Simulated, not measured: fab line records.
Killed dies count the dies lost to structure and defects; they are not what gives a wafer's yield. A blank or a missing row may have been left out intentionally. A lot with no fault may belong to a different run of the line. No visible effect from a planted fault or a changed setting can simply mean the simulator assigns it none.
Matching of chambers ; flow berkeleyCmos170 ; UCB170_CONTACT_ETCH_18 on rieDiel-04 has 4 sister chambers
The step etches PSG in CHF3/CF4/Ar, stops on TiSi2, target depth 840 nm, time 195 s. 8 wafers are shown with their chamber, then 7 later ones without.

## WAFERS PAIRED WITH THEIR CHAMBERS
wafer;chamber;drypumpMotorCurrentA (A);oesProductAu (a.u.)
L602.3;1;4.9;0.885
L605.1;0;5.9;0.908
L605.3;3;6.6;0.873
L604.1;1;4.9;0.883
L604.3;0;6.0;0.899
L604.4;2;5.5;0.917
L606.2;3;6.7;0.880
L606.5;2;5.5;0.909

## WAFERS WITH NO CHAMBER GIVEN
wafer;drypumpMotorCurrentA (A);oesProductAu (a.u.)
L606.6;4.9;0.883
L611.4;4.9;0.884
L611.5;5.9;0.906
L611.6;4.9;0.884
L621.1;6.7;0.875
L621.3;4.9;0.892
L621.5;6.6;0.880

## THE CHAMBER EACH PASSED THROUGH
wafer;from the rows above;in truth
L606.6;1;1
L611.4;1;1
L611.5;0;0
L611.6;1;1
L621.1;3;3
L621.3;1;1
L621.5;3;3
Correct placement for 7 of the 7. Can't be placed from these rows: 0. Number placed wrongly: 0.
How it was worked out, from the rows above alone: a wafer's distance from a chamber is the root of the sum, over the readings, of the square of ((its reading less the chamber's mean) divided by the reading's scatter). The wafer belongs to the nearest chamber; if the next one is less than 2 further off, it can't be placed. For every chamber, the mean is computed from those of its wafers that are shown. The scatter: take each reading less its chamber's mean, square it, sum over the shown wafers, divide by the number of wafers less the number of chambers, and take the root.
